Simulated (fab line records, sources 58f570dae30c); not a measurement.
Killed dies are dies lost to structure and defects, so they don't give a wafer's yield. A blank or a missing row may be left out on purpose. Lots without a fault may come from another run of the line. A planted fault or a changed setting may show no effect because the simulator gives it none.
Which tool did it? | flow berkeley_cmos170 | 14 lots, 42 wafers sampled, at 3 steps of a route of 331

WHAT THE GAUGES READ, wafer by wafer
UCB170_SCREENOX_THK_MEAS_02.
lot  | measured    | on            | SCREENOX_OXIDE_THK (nm)
L534 | day 5 19:12 | film_metro-04 | 14.33 14.17 13.84
L535 | day 7 01:20 | film_metro-02 | 13.81 13.97 14.26
L538 | day 7 01:19 | film_metro-04 | 14.37 14.45 14.52
L539 | day 7 09:20 | film_metro-04 | 14.39 14.19 14.36
L540 | day 7 09:20 | film_metro-02 | 14.57 14.49 14.38
L541 | day 7 09:23 | film_metro-03 | 14.30 14.44 14.27
L543 | day 8 05:44 | film_metro-03 | 14.17 14.35 14.30
L544 | day 8 05:45 | film_metro-02 | 14.10 14.25 13.97
L545 | day 8 13:05 | film_metro-02 | 14.80 14.40 14.48
L546 | day 8 13:05 | film_metro-04 | 14.15 14.34 14.45
L547 | day 8 13:04 | film_metro-03 | 14.32 14.07 14.40
L551 | day 9 17:19 | film_metro-04 | 14.34 14.53 14.40
L552 | day 9 17:23 | film_metro-04 | 14.05 13.71 13.87
L553 | day 9 17:19 | film_metro-02 | 14.51 14.25 14.26

UCB170_GATE_CD_MEAS_12: target cd 350 nm.
lot  | measured     | on        | cd_nm (nm)
L534 | day 6 21:17  | cd_sem-01 | 350.6 350.7 350.1
L535 | day 8 05:48  | cd_sem-02 | 348.4 349.5 348.1
L538 | day 8 05:14  | cd_sem-02 | 349.5 349.3 349.4
L539 | day 8 11:19  | cd_sem-02 | 351.5 349.7 349.3
L540 | day 8 11:35  | cd_sem-01 | 347.5 349.0 347.9
L541 | day 8 11:46  | cd_sem-01 | 350.5 350.9 351.2
L543 | day 9 04:56  | cd_sem-01 | 350.4 349.4 351.0
L544 | day 9 04:43  | cd_sem-02 | 350.2 350.5 350.2
L545 | day 9 14:31  | cd_sem-01 | 351.7 350.4 350.8
L546 | day 9 14:58  | cd_sem-01 | 351.7 351.6 350.3
L547 | day 9 14:40  | cd_sem-02 | 348.5 349.6 349.0
L551 | day 10 22:27 | cd_sem-02 | 350.4 351.0 351.7
L552 | day 10 22:07 | cd_sem-02 | 353.2 352.1 351.5
L553 | day 10 22:13 | cd_sem-01 | 349.3 349.6 348.7

WHICH TOOL RAN EACH LOT (tool, then ch and the chambers of the sampled wafers, then the start)
lot  | UCB170_PWELL_ANNEAL_04
L534 | furnace-02 ch 0, day 3 00:04
L535 | furnace-04 ch 0, day 3 17:36
L538 | furnace-01 ch 0, day 4 03:43
L539 | furnace-01 ch 0, day 4 09:04
L540 | furnace-01 ch 0, day 4 09:04
L541 | furnace-04 ch 0, day 4 16:43
L543 | furnace-02 ch 0, day 5 01:16
L544 | furnace-02 ch 0, day 5 01:16
L545 | furnace-04 ch 0, day 5 09:17
L546 | furnace-04 ch 0, day 5 09:17
L547 | furnace-04 ch 0, day 5 09:17
L551 | furnace-02 ch 0, day 6 14:47
L552 | furnace-02 ch 0, day 6 22:32
L553 | furnace-02 ch 0, day 6 22:32
- UCB170_PWELL_ANNEAL_04: time 900 s.

WHAT THE TOOLS THEMSELVES READ (means of the sampled wafers that have a number; where no wafer has one, the mark that the record gives instead)
UCB170_PWELL_ANNEAL_04.
lot  | tool       | spike_tc_centre_C (C) | spike_tc_load_C (C) | spike_tc_source_C (C) | tube_center_temp_C (C) | tube_center_temp_C_max
L534 | furnace-02 | 1003.0                | 1033.0              | 1028.1                | 1000                   | 1002.7
L535 | furnace-04 | 1001.9                | 1028.5              | 1025.4                | 1000                   | 1002.7
L538 | furnace-01 | 1003.3                | 1026.4              | 1024.4                | 1000                   | 1002.7
L539 | furnace-01 | 1004.3                | 1027.2              | 1025.0                | 1000                   | 1002.6
L540 | furnace-01 | 1003.6                | 1027.0              | 1024.8                | 1000                   | 1002.4
L541 | furnace-04 | 1003.5                | 1028.1              | 1025.3                | 1000                   | 1002.7
L543 | furnace-02 | 1002.1                | 1031.9              | 1027.9                | 1000                   | 1002.3
L544 | furnace-02 | 1002.6                | 1032.2              | 1026.9                | 1000                   | 1002.2
L545 | furnace-04 | 1002.3                | 1028.7              | 1026.0                | 1000                   | 1002.7
L546 | furnace-04 | 1003.1                | 1027.9              | 1025.8                | 1000                   | 1002.6
L547 | furnace-04 | 1003.0                | 1028.2              | 1026.3                | 1000                   | 1002.8
L551 | furnace-02 | 1002.4                | 1032.7              | 1028.1                | 1000                   | 1002.6
L552 | furnace-02 | 1034.5                | 1064.6              | 1058.4                | 1032                   | 1034.1
L553 | furnace-02 | 1034.2                | 1065.2              | 1058.5                | 1031                   | 1033.8

THE ANSWER, worked out from the rows above alone
Rule: what is usual is taken from the lots themselves. Put in order of their means at a reading, lots are off if they are a third of the lots or fewer, leave a main group of 4 or more, and stand apart from it by a gap of 3 or more times the standard deviation of the main group's means; of several such gaps the widest counts. A main group whose means are all the same, to the digits that the tables above print for the reading, isn't used. A lot without any number at a reading at which 4 lots or more have one is off too. The other lots that the step has rows for count as sound. The gauges are gone through in route order, then the tools' own readings, and for those a lot's mean is taken as printed above. The first step at which some lot is off is used, and at that step the reading that is off furthest; a lot without a number counts as furthest.
Off: L552, L553, at UCB170_PWELL_ANNEAL_04 (tube_center_temp_C_max). The main group: mean 1002.6, standard deviation 0.18.
A tool fits if, at that step or a process step before it, it ran every lot that is off, and no sound lot after the first of them. One fits: furnace-02 at UCB170_PWELL_ANNEAL_04. Its last sound lot is L551 (day 6 14:47), its first lot that is off L552 (day 6 22:32): a fault that began between those two fits.
The tool's own readings at UCB170_PWELL_ANNEAL_04 bear it out: on the lots that are off they differ by more than 5 times the standard deviation of the sound lots' means. spike_tc_centre_C reads 1034.3 C there against 1002.9 C on the sound lots; spike_tc_load_C reads 1064.9 C there against 1029.3 C on the sound lots; spike_tc_source_C reads 1058.5 C there against 1026.2 C on the sound lots; tube_center_temp_C reads 1032 C there against 1000 C on the sound lots; tube_center_temp_C_max reads 1033.9 there against 1002.6 on the sound lots.

WHAT THE SIMULATOR HAD PUT IN
Process parameter drift: furnace-02, from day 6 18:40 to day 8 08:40, at UCB170_PWELL_ANNEAL_04. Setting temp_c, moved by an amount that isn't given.
Lots struck among those shown: L553, L552. The rule above found the same.
